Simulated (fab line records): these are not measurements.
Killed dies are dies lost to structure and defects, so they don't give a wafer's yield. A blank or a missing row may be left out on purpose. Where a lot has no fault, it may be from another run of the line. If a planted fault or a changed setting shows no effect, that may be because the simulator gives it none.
fab line records + flow ritCmos
record
- lots=14
- wafers=42
- lastDay=7
route steps=202 shown NLDD@112 NSD@137 SDANNEAL@156 PSD@157 PLDD@159 M1@198
lots that met no fault: taken from a fault-free run of the same line
startH: hours from the record's opening day to when the first of the lot's shown wafers began + waitH: time in hours since the lot's previous step + " repeats the value in the row above + L1.1+2: several wafers, shown together as one row + - no value, or no start was given + * or withheld: withheld + < > ~ a bound
route shown NAME@n: names a module that has steps shown in the file, with the first one's number in the route + usual: mean/standard deviation of fault-free wafers + same: alike in all rows + chamber/n: place in a boat + sites: per-site readings + _std_site: their standard deviation + _edge_site: inner sites' mean taken away from outer sites' mean + radiusMm: how far each site lies from the wafer's centre + mask NAME#n: copy n + behind: the most recent tool/chamber to have shaped the wafer + hold: why the lot went on hold/how many hours it stayed there/how the hold came to an end + device: the transistor (n, p or np) that didn't switch + end of line: tests run on the same wafers once the route is complete + step lacking rows: just its recipe + killed: count of dies lost to structure and defects at first sort (not the wafer's yield) + map: the dies of a wafer, with x for killed, . for not killed, _ for no die there
set.NAME: the run value of the setting; set.NAME@STEP: its run value at that earlier step + model.NAME: the simulator's own value behind a step, which no gauge read
the route's steps for a sample of lots (tables are steps, rows are wafers)
services: the hour from which a tool's chamber was out of use, counted from the record's first day as startH (under 0 if before that day), plus the number of hours and why
## steps
# step RIT_NLDD_STRIP_09
# recipe
- chemistry=O2
- timeS=180
- resist=NOVOLAK
- platenTempC=withheld
- powerW=500
- pressureMtorr=4000
- o2FlowSccm=4000
# usual
- drypumpMotorCurrentA=5.5/0.48
| lot.wafer | tool           | chamber | startH | waitH | drypumpMotorCurrentA | rfHoursCounterH |
|-----------|----------------|---------|--------|-------|----------------------|-----------------|
| L487.2    | plasmaAsher-01 | 1       | 41.46  | 0.1   | 5.9                  | 39              |
| L487.3    | "              | 0       | "      | "     | 5.2                  | -               |
| L487.5    | "              | 1       | "      | "     | 5.9                  | -               |
| L488.4    | plasmaAsher-01 | 0       | 46.03  | 0.1   | 5.2                  | -               |
| L488.5    | "              | 0       | "      | "     | 5.2                  | -               |
| L488.6    | "              | 1       | "      | "     | 6.0                  | -               |
| L489.1    | plasmaAsher-01 | 1       | 52.47  | 0.1   | 6.0                  | 41              |
| L489.3    | "              | 1       | "      | "     | 6.0                  | -               |
| L489.5    | "              | 1       | "      | "     | 6.0                  | -               |
| L490.2    | plasmaAsher-03 | 1       | 58.02  | 0.1   | 6.1                  | 25              |
| L490.3    | "              | 1       | "      | "     | 6.0                  | -               |
| L490.5    | "              | 1       | "      | "     | 6.1                  | -               |
| L492.2    | plasmaAsher-01 | 0       | 66.04  | 0.1   | 5.2                  | 42              |
| L492.3    | "              | 1       | "      | "     | 6.0                  | -               |
| L492.4    | "              | 0       | "      | "     | 5.2                  | -               |
| L493.2    | plasmaAsher-01 | 0       | 70.75  | 0.1   | 5.2                  | 43              |
| L493.3    | "              | 1       | "      | "     | 5.9                  | -               |
| L493.4    | "              | 0       | "      | "     | 5.2                  | -               |
| L495.4    | plasmaAsher-03 | 1       | 82.40  | 0.1   | 6.0                  | -               |
| L495.5    | "              | 0       | "      | "     | 4.9                  | -               |
| L495.6    | "              | 1       | "      | "     | 6.0                  | -               |
| L500.3    | plasmaAsher-02 | 1       | 107.34 | 0.1   | 4.9                  | -               |
| L500.5    | "              | 1       | "      | "     | 4.9                  | -               |
| L500.6    | "              | 0       | "      | "     | 6.1                  | -               |
| L501.3    | plasmaAsher-01 | 1       | 112.23 | 0.1   | 5.9                  | -               |
| L501.4    | "              | 0       | "      | "     | 5.2                  | -               |
| L501.5    | "              | 0       | "      | "     | 5.2                  | -               |
| L502.2    | plasmaAsher-01 | 0       | 119.53 | 0.1   | 5.2                  | 49              |
| L502.3    | "              | 1       | "      | "     | 6.0                  | -               |
| L502.5    | "              | 0       | "      | "     | 5.2                  | -               |
| L503.2    | plasmaAsher-03 | 0       | 122.59 | 0.1   | 4.9                  | 33              |
| L503.5    | "              | 1       | "      | "     | 6.1                  | -               |
| L503.6    | "              | 0       | "      | "     | 4.9                  | -               |
| L505.3    | plasmaAsher-01 | 0       | 133.31 | 0.1   | 5.2                  | -               |
| L505.4    | "              | 1       | "      | "     | 5.9                  | -               |
| L505.6    | "              | 1       | "      | "     | 6.0                  | -               |
| L508.3    | plasmaAsher-03 | 0       | 146.59 | 0.1   | 4.9                  | -               |
| L508.4    | "              | 1       | "      | "     | 6.0                  | -               |
| L508.5    | "              | 0       | "      | "     | 4.9                  | -               |
| L510.1    | plasmaAsher-03 | 1       | 157.86 | 0.1   | 6.1                  | 37              |
| L510.2    | "              | 0       | "      | "     | 4.9                  | 37              |
| L510.6    | "              | 0       | "      | "     | 4.9                  | -               |
# step RIT_NSD_OVL_MEAS_06
# usual
- NSD_OVL=1.2/1.3
| lot.wafer | tool       | chamber | startH | waitH | NSD_OVL[nm] |
|-----------|------------|---------|--------|-------|-------------|
| L487.2    | overlay-01 | -       | 47.01  | -     | 2.8         |
| L487.3    | "          | -       | "      | "     | 0.2         |
| L487.5    | "          | -       | "      | "     | 2.2         |
| L488.4    | overlay-02 | -       | 51.18  | -     | -0.9        |
| L488.5    | "          | -       | "      | "     | -0.9        |
| L488.6    | "          | -       | "      | "     | 1.0         |
| L489.1    | overlay-01 | -       | 57.96  | -     | 0.4         |
| L489.3    | "          | -       | "      | "     | 1.0         |
| L489.5    | "          | -       | "      | "     | 1.5         |
| L490.2    | overlay-01 | -       | 64.14  | -     | 2.6         |
| L490.3    | "          | -       | "      | "     | 2.5         |
| L490.5    | "          | -       | "      | "     | 0.5         |
| L492.2    | overlay-01 | -       | 71.04  | -     | 1.2         |
| L492.3    | "          | -       | "      | "     | 1.9         |
| L492.4    | "          | -       | "      | "     | 2.2         |
| L493.2    | overlay-01 | -       | 76.10  | -     | 0.4         |
| L493.3    | "          | -       | "      | "     | 1.3         |
| L493.4    | "          | -       | "      | "     | 1.5         |
| L495.4    | overlay-01 | -       | 88.46  | -     | 0.9         |
| L495.5    | "          | -       | "      | "     | 1.1         |
| L495.6    | "          | -       | "      | "     | 1.3         |
| L500.3    | overlay-02 | -       | 113.98 | -     | 0.1         |
| L500.5    | "          | -       | "      | "     | 1.1         |
| L500.6    | "          | -       | "      | "     | 0.6         |
| L501.3    | overlay-02 | -       | 117.58 | -     | -0.6        |
| L501.4    | "          | -       | "      | "     | 0.6         |
| L501.5    | "          | -       | "      | "     | 2.0         |
| L502.2    | overlay-02 | -       | 124.71 | -     | 1.9         |
| L502.3    | "          | -       | "      | "     | 0.9         |
| L502.5    | "          | -       | "      | "     | 2.5         |
| L503.2    | overlay-02 | -       | 127.61 | -     | 0.9         |
| L503.5    | "          | -       | "      | "     | 0.1         |
| L503.6    | "          | -       | "      | "     | 0.0         |
| L505.3    | overlay-02 | -       | 138.52 | -     | -1.1        |
| L505.4    | "          | -       | "      | "     | 1.2         |
| L505.6    | "          | -       | "      | "     | 0.4         |
| L508.3    | overlay-02 | -       | 151.75 | -     | 1.9         |
| L508.4    | "          | -       | "      | "     | 1.0         |
| L508.5    | "          | -       | "      | "     | 2.7         |
| L510.1    | overlay-01 | -       | 163.04 | -     | 0.7         |
| L510.2    | "          | -       | "      | "     | 1.9         |
| L510.6    | "          | -       | "      | "     | 0.2         |
# step RIT_SDANNEAL_RTA_03
# recipe
- tempC=1050
- timeS=5
- idleTempC=600
- rampUpCPerS=342
- rampDownCPerS=171
- coolToC=600
- ambient=N2
# usual
- wafer_temp_C_max=1053.4/1
| lot.wafer | tool         | chamber | startH | waitH | wafer_temp_C_max |
|-----------|--------------|---------|--------|-------|------------------|
| L487.2    | rtpAnneal-01 | 0       | 49.58  | 0.0   | 1053.2           |
| L487.3    | "            | 0       | "      | "     | 1054.1           |
| L487.5    | "            | 0       | "      | "     | 1052.4           |
| L488.4    | rtpAnneal-02 | 0       | 53.55  | 0.0   | 1054.3           |
| L488.5    | "            | 0       | "      | "     | 1053.2           |
| L488.6    | "            | 0       | "      | "     | 1053.0           |
| L489.1    | rtpAnneal-01 | 0       | 60.45  | 0.0   | 1052.1           |
| L489.3    | "            | 0       | "      | "     | 1053.3           |
| L489.5    | "            | 0       | "      | "     | 1051.7           |
| L490.2    | rtpAnneal-02 | 0       | 66.70  | 0.0   | 1056.7           |
| L490.3    | "            | 0       | "      | "     | 1053.5           |
| L490.5    | "            | 0       | "      | "     | 1055.3           |
| L492.2    | rtpAnneal-02 | 0       | 73.71  | 0.0   | 1054.0           |
| L492.3    | "            | 0       | "      | "     | 1051.7           |
| L492.4    | "            | 0       | "      | "     | 1053.5           |
| L493.2    | rtpAnneal-01 | 0       | 78.59  | 0.0   | 1052.8           |
| L493.3    | "            | 0       | "      | "     | 1053.9           |
| L493.4    | "            | 0       | "      | "     | 1052.7           |
| L495.4    | rtpAnneal-01 | 0       | 91.03  | 0.0   | 1055.1           |
| L495.5    | "            | 0       | "      | "     | 1051.7           |
| L495.6    | "            | 0       | "      | "     | 1053.0           |
| L500.3    | rtpAnneal-02 | 0       | 116.38 | 0.0   | 1045.9           |
| L500.5    | "            | 0       | "      | "     | 1047.0           |
| L500.6    | "            | 0       | "      | "     | 1046.3           |
| L501.3    | rtpAnneal-01 | 0       | 120.07 | 0.0   | 1053.3           |
| L501.4    | "            | 0       | "      | "     | 1053.4           |
| L501.5    | "            | 0       | "      | "     | 1055.8           |
| L502.2    | rtpAnneal-02 | 0       | 127.07 | 0.0   | 1046.0           |
| L502.3    | "            | 0       | "      | "     | 1045.8           |
| L502.5    | "            | 0       | "      | "     | 1044.4           |
| L503.2    | rtpAnneal-01 | 0       | 130.00 | 0.0   | 1053.6           |
| L503.5    | "            | 0       | "      | "     | 1053.5           |
| L503.6    | "            | 0       | "      | "     | 1052.7           |
| L505.3    | rtpAnneal-01 | 0       | 140.89 | 0.0   | 1055.1           |
| L505.4    | "            | 0       | "      | "     | 1055.3           |
| L505.6    | "            | 0       | "      | "     | 1054.7           |
| L508.3    | rtpAnneal-01 | 0       | 154.36 | 0.0   | 1051.9           |
| L508.4    | "            | 0       | "      | "     | 1052.7           |
| L508.5    | "            | 0       | "      | "     | 1052.9           |
| L510.1    | rtpAnneal-01 | 0       | 165.42 | 0.0   | 1051.3           |
| L510.2    | "            | 0       | "      | "     | 1053.0           |
| L510.6    | "            | 0       | "      | "     | 1053.7           |
# step RIT_SDANNEAL_RS_MEAS_04
# recipe
- thkMeasGauge=four-point-probe
# usual
- PSD_RS=115.80/0.26
| lot.wafer | tool         | chamber | startH | waitH | PSD_RS[ohm/sq] |
|-----------|--------------|---------|--------|-------|----------------|
| L487.2    | filmMetro-04 | -       | 49.65  | 0.1   | 115.54         |
| L487.3    | "            | -       | "      | "     | 115.82         |
| L487.5    | "            | -       | "      | "     | 115.63         |
| L488.4    | filmMetro-04 | -       | 53.64  | 0.1   | 115.78         |
| L488.5    | "            | -       | "      | "     | 115.18         |
| L488.6    | "            | -       | "      | "     | 115.95         |
| L489.1    | filmMetro-02 | -       | 60.50  | 0.0   | 115.90         |
| L489.3    | "            | -       | "      | "     | 115.89         |
| L489.5    | "            | -       | "      | "     | 116.09         |
| L490.2    | filmMetro-04 | -       | 66.77  | 0.1   | 115.69         |
| L490.3    | "            | -       | "      | "     | 115.86         |
| L490.5    | "            | -       | "      | "     | 116.20         |
| L492.2    | filmMetro-02 | -       | 73.78  | 0.1   | 115.85         |
| L492.3    | "            | -       | "      | "     | 115.78         |
| L492.4    | "            | -       | "      | "     | 115.86         |
| L493.2    | filmMetro-02 | -       | 78.66  | 0.1   | 115.35         |
| L493.3    | "            | -       | "      | "     | 115.49         |
| L493.4    | "            | -       | "      | "     | 116.13         |
| L495.4    | filmMetro-03 | -       | 91.12  | 0.1   | 115.56         |
| L495.5    | "            | -       | "      | "     | 115.76         |
| L495.6    | "            | -       | "      | "     | 115.48         |
| L500.3    | filmMetro-02 | -       | 116.46 | 0.1   | 121.45         |
| L500.5    | "            | -       | "      | "     | 121.23         |
| L500.6    | "            | -       | "      | "     | 121.43         |
| L501.3    | filmMetro-02 | -       | 120.15 | 0.1   | 116.08         |
| L501.4    | "            | -       | "      | "     | 116.06         |
| L501.5    | "            | -       | "      | "     | 116.25         |
| L502.2    | filmMetro-02 | -       | 127.14 | 0.1   | 121.45         |
| L502.3    | "            | -       | "      | "     | 120.75         |
| L502.5    | "            | -       | "      | "     | 121.15         |
| L503.2    | filmMetro-04 | -       | 130.07 | 0.1   | 116.15         |
| L503.5    | "            | -       | "      | "     | 115.57         |
| L503.6    | "            | -       | "      | "     | 115.79         |
| L505.3    | filmMetro-03 | -       | 140.96 | 0.1   | 115.50         |
| L505.4    | "            | -       | "      | "     | 115.48         |
| L505.6    | "            | -       | "      | "     | 115.54         |
| L508.3    | filmMetro-04 | -       | 154.44 | 0.1   | 115.55         |
| L508.4    | "            | -       | "      | "     | 115.72         |
| L508.5    | "            | -       | "      | "     | 115.64         |
| L510.1    | filmMetro-04 | -       | 165.48 | 0.0   | 115.50         |
| L510.2    | "            | -       | "      | "     | 115.81         |
| L510.6    | "            | -       | "      | "     | 115.50         |
# step RIT_SDANNEAL_RS_MEAS_06
# recipe
- thkMeasGauge=four-point-probe
# usual
- PLDD_RS=178.5/0.46
| lot.wafer | tool         | chamber | startH | waitH | PLDD_RS[ohm/sq] |
|-----------|--------------|---------|--------|-------|-----------------|
| L487.2    | filmMetro-04 | -       | 49.89  | 0.1   | 178.2           |
| L487.3    | "            | -       | "      | "     | 178.3           |
| L487.5    | "            | -       | "      | "     | 178.5           |
| L488.4    | filmMetro-04 | -       | 53.88  | 0.1   | 178.4           |
| L488.5    | "            | -       | "      | "     | 178.5           |
| L488.6    | "            | -       | "      | "     | 178.1           |
| L489.1    | filmMetro-02 | -       | 60.74  | 0.1   | 178.7           |
| L489.3    | "            | -       | "      | "     | 178.8           |
| L489.5    | "            | -       | "      | "     | 178.5           |
| L490.2    | filmMetro-04 | -       | 67.01  | 0.1   | 178.9           |
| L490.3    | "            | -       | "      | "     | 178.8           |
| L490.5    | "            | -       | "      | "     | 179.0           |
| L492.2    | filmMetro-02 | -       | 74.02  | 0.1   | 177.6           |
| L492.3    | "            | -       | "      | "     | 178.6           |
| L492.4    | "            | -       | "      | "     | 178.2           |
| L493.2    | filmMetro-02 | -       | 78.90  | 0.1   | 179.0           |
| L493.3    | "            | -       | "      | "     | 178.8           |
| L493.4    | "            | -       | "      | "     | 178.7           |
| L495.4    | filmMetro-03 | -       | 91.36  | 0.1   | 177.9           |
| L495.5    | "            | -       | "      | "     | 177.9           |
| L495.6    | "            | -       | "      | "     | 178.3           |
| L500.3    | filmMetro-02 | -       | 116.70 | 0.1   | 183.8           |
| L500.5    | "            | -       | "      | "     | 184.2           |
| L500.6    | "            | -       | "      | "     | 183.5           |
| L501.3    | filmMetro-02 | -       | 120.39 | 0.1   | 179.0           |
| L501.4    | "            | -       | "      | "     | 178.4           |
| L501.5    | "            | -       | "      | "     | 178.7           |
| L502.2    | filmMetro-02 | -       | 127.38 | 0.1   | 182.9           |
| L502.3    | "            | -       | "      | "     | 182.8           |
| L502.5    | "            | -       | "      | "     | 182.9           |
| L503.2    | filmMetro-04 | -       | 130.31 | 0.1   | 179.0           |
| L503.5    | "            | -       | "      | "     | 178.6           |
| L503.6    | "            | -       | "      | "     | 178.0           |
| L505.3    | filmMetro-03 | -       | 141.20 | 0.1   | 177.9           |
| L505.4    | "            | -       | "      | "     | 178.5           |
| L505.6    | "            | -       | "      | "     | 178.6           |
| L508.3    | filmMetro-04 | -       | 154.68 | 0.1   | 178.0           |
| L508.4    | "            | -       | "      | "     | 178.5           |
| L508.5    | "            | -       | "      | "     | 178.0           |
| L510.1    | filmMetro-04 | -       | 165.72 | 0.1   | 178.0           |
| L510.2    | "            | -       | "      | "     | 178.0           |
| L510.6    | "            | -       | "      | "     | 177.9           |
# step RIT_M1_STRIP_14
# recipe
- chemistry=O2
- timeS=180
- platenTempC=withheld
- powerW=500
- pressureMtorr=4000
- o2FlowSccm=4000
# usual
- drypumpMotorCurrentA=5.6/0.51
| lot.wafer | tool           | chamber | startH | waitH | drypumpMotorCurrentA | rfHoursCounterH |
|-----------|----------------|---------|--------|-------|----------------------|-----------------|
| L487.2    | plasmaAsher-03 | 1       | 54.99  | 0.0   | 6.1                  | 24              |
| L487.3    | "              | 0       | "      | "     | 4.9                  | -               |
| L487.5    | "              | 0       | "      | "     | 4.9                  | -               |
| L488.4    | plasmaAsher-04 | 0       | 59.08  | 0.1   | 5.8                  | -               |
| L488.5    | "              | 1       | "      | "     | 6.5                  | -               |
| L488.6    | "              | 0       | "      | "     | 5.8                  | -               |
| L489.1    | plasmaAsher-01 | 1       | 66.26  | 0.0   | 5.9                  | 43              |
| L489.3    | "              | 1       | "      | "     | 5.9                  | -               |
| L489.5    | "              | 0       | "      | "     | 5.2                  | -               |
| L490.2    | plasmaAsher-03 | 1       | 72.55  | 0.0   | 6.1                  | 26              |
| L490.3    | "              | 0       | "      | "     | 4.9                  | -               |
| L490.5    | "              | 1       | "      | "     | 6.1                  | -               |
| L492.2    | plasmaAsher-03 | 1       | 79.24  | 0.0   | 6.1                  | 27              |
| L492.3    | "              | 0       | "      | "     | 4.9                  | -               |
| L492.4    | "              | 1       | "      | "     | 6.1                  | -               |
| L493.2    | plasmaAsher-03 | 1       | 84.10  | 0.0   | 6.1                  | 28              |
| L493.3    | "              | 0       | "      | "     | 4.9                  | -               |
| L493.4    | "              | 1       | "      | "     | 6.1                  | -               |
| L495.4    | plasmaAsher-03 | 1       | 96.45  | 0.1   | 6.1                  | -               |
| L495.5    | "              | 0       | "      | "     | 4.9                  | -               |
| L495.6    | "              | 1       | "      | "     | 6.0                  | -               |
| L500.3    | plasmaAsher-04 | 1       | 122.34 | 0.1   | 6.5                  | -               |
| L500.5    | "              | 0       | "      | "     | 5.8                  | -               |
| L500.6    | "              | 1       | "      | "     | 6.5                  | -               |
| L501.3    | plasmaAsher-03 | 1       | 125.85 | 0.1   | 6.1                  | -               |
| L501.4    | "              | 0       | "      | "     | 4.9                  | -               |
| L501.5    | "              | 0       | "      | "     | 4.9                  | -               |
| L502.2    | plasmaAsher-01 | 1       | 132.59 | 0.0   | 5.9                  | 51              |
| L502.3    | "              | 1       | "      | "     | 5.9                  | -               |
| L502.5    | "              | 0       | "      | "     | 5.2                  | -               |
| L503.2    | plasmaAsher-04 | 0       | 135.62 | 0.0   | 5.8                  | 52              |
| L503.5    | "              | 1       | "      | "     | 6.5                  | -               |
| L503.6    | "              | 0       | "      | "     | 5.8                  | -               |
| L505.3    | plasmaAsher-01 | 0       | 146.46 | 0.1   | 5.2                  | -               |
| L505.4    | "              | 1       | "      | "     | 5.9                  | -               |
| L505.6    | "              | 0       | "      | "     | 5.2                  | -               |
| L508.3    | plasmaAsher-04 | 1       | 159.77 | 0.1   | 6.5                  | -               |
| L508.4    | "              | 0       | "      | "     | 5.8                  | -               |
| L508.5    | "              | 1       | "      | "     | 6.5                  | -               |
| L510.1    | plasmaAsher-03 | 0       | 171.06 | 0.0   | 4.9                  | 38              |
| L510.2    | "              | 1       | "      | "     | 6.1                  | 38              |
| L510.6    | "              | 0       | "      | "     | 4.9                  | -               |
# step RIT_M1_PROBE_99
# usual
- killed_at_M0_to_M3=0.0/0.16
- killedAtContacts=0.1/0.3
- killedAtFrontEnd=7.1/3
- killedDies=7.3/3
- killedOpen=3.6/2
- killedShort=3.5/1.9
# same
- grossDies=264
- killed_at_M4_up=0
- killedAtBackSide=0
- killedAtOther=0
| lot.wafer | tool      | chamber | startH | waitH | killed_at_M0_to_M3 | killedAtContacts | killedAtFrontEnd | killedDies | killedOpen | killedShort |
|-----------|-----------|---------|--------|-------|--------------------|------------------|------------------|------------|------------|-------------|
| L500.3    | prober-02 | -       | 124.30 | 0.2   | 0                  | 0                | 5                | 5          | 4          | 1           |
| L500.5    | prober-02 | -       | 124.40 | 0.2   | 0                  | 1                | 6                | 7          | 2          | 5           |
| L500.6    | prober-02 | -       | 124.45 | 0.2   | 0                  | 0                | 12               | 12         | 6          | 6           |
| L501.3    | prober-01 | -       | 128.77 | 0.2   | 0                  | 0                | 5                | 5          | 3          | 2           |
| L501.4    | prober-01 | -       | 128.82 | 0.2   | 0                  | 0                | 9                | 9          | 2          | 7           |
| L501.5    | prober-01 | -       | 128.87 | 0.2   | 0                  | 0                | 4                | 4          | 1          | 3           |
| L502.2    | prober-02 | -       | 134.56 | 0.1   | 0                  | 0                | 7                | 7          | 4          | 3           |
| L502.3    | prober-02 | -       | 134.61 | 0.2   | 0                  | 0                | 6                | 6          | 3          | 3           |
| L502.5    | prober-02 | -       | 134.71 | 0.2   | 0                  | 1                | 1                | 2          | 1          | 1           |
# killed by level:class
L500.3 FOX2:geometricParticle:open=1 GATE:geometricParticle:open=1 GATE:geometricParticle:short=1 SPACER:geometricParticle:open=1 SILICIDE:geometricParticle:open=1
L500.5 SPACER:geometricParticle:short=2 FOX1:geometricParticle:short=1 CONTACT:geometricParticle:open=1 GATE:geometricParticle:open=1 GATE:geometricParticle:short=1 SILICIDE:geometricParticle:short=1
L500.6 GATE:geometricParticle:short=5 GATE:geometricParticle:open=3 FOX1:geometricParticle:open=1 FOX2:geometricParticle:short=1 FOX2:geometricParticle:open=1 SPACER:geometricParticle:open=1
L501.3 SPACER:geometricParticle:open=2 FOX1:geometricParticle:short=1 GATE:geometricParticle:open=1 SPACER:geometricParticle:short=1
L501.4 FOX2:geometricParticle:short=2 GATE:geometricParticle:short=2 FOX1:geometricParticle:open=1 FOX1:geometricParticle:short=1 GATE:geometricParticle:open=1 REOX:geometricParticle:short=1 SPACER:geometricParticle:short=1
L501.5 SPACER:geometricParticle:short=2 FOX2:geometricParticle:open=1 GATE:geometricParticle:short=1
L502.2 SPACER:geometricParticle:open=2 GATE:geometricParticle:short=1 GATE:geometricParticle:open=1 SPACER:geometricParticle:short=1 SILICIDE:geometricParticle:open=1 SILICIDE:geometricParticle:short=1
L502.3 GATE:geometricParticle:short=2 GATE:geometricParticle:open=1 REOX:geometricParticle:open=1 REOX:geometricParticle:short=1 SPACER:geometricParticle:open=1
L502.5 FOX1:geometricParticle:open=1 CONTACT:geometricParticle:short=1
## services
| tool           | chamber | startH | hours | kind      |
|----------------|---------|--------|-------|-----------|
| plasmaAsher-03 | -       | 44.61  | 4.5   | repair    |
| plasmaAsher-02 | -       | 108.75 | 9.0   | pm        |
| plasmaAsher-02 | 0       | 108.75 | 9.0   | ventCycle |
| plasmaAsher-02 | 1       | 108.75 | 9.0   | ventCycle |
| plasmaAsher-03 | -       | 110.13 | 0.6   | repair    |
| plasmaAsher-02 | 0       | 117.75 | -     | clean     |
| plasmaAsher-02 | 1       | 117.75 | -     | clean     |
| plasmaAsher-02 | -       | 120.17 | 14.6  | pm        |
| rtpAnneal-01   | -       | 149.12 | 4.0   | pm        |
## key
firstSign
- step=RIT_SDANNEAL_RTA_03
- reading=wafer_temp_C_max
- direction=down
- sigmas=7.4
- usual=*
- struck=*
effect
- step=RIT_SDANNEAL_RS_MEAS_04
- reading=PSD_RS
- direction=up
- sigmas=21
- usual=115.80
- struck=121.24
effect
- step=RIT_SDANNEAL_RS_MEAS_06
- reading=PLDD_RS
- direction=up
- sigmas=11
- usual=178.5
- struck=183.3
metAt RIT_SDANNEAL_RTA_03
struckLots L500,L502
testerLeftOut L500,L502
notActingAt RIT_NLDD_STRIP_09,RIT_NSD_OVL_MEAS_06,RIT_M1_STRIP_14
onsetBetween 73.71 116.38
fault
- kind=processParameterDrift
- tool=rtpAnneal-02
- chamber=-
- onsetH=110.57
- steps=RIT_SDANNEAL_RTA_03
- channel=tempC
- offset=*
- shape=step
- endH=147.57
- actsIn=*
- stated=*
# testerLeftOut: of these lots the tester's yield and bins aren't shown, on N5 and GAA mostly nor the transistor test; their killed dies are dies lost to structure and defects alone, not to doping, threshold or leakage, so they don't give the yield
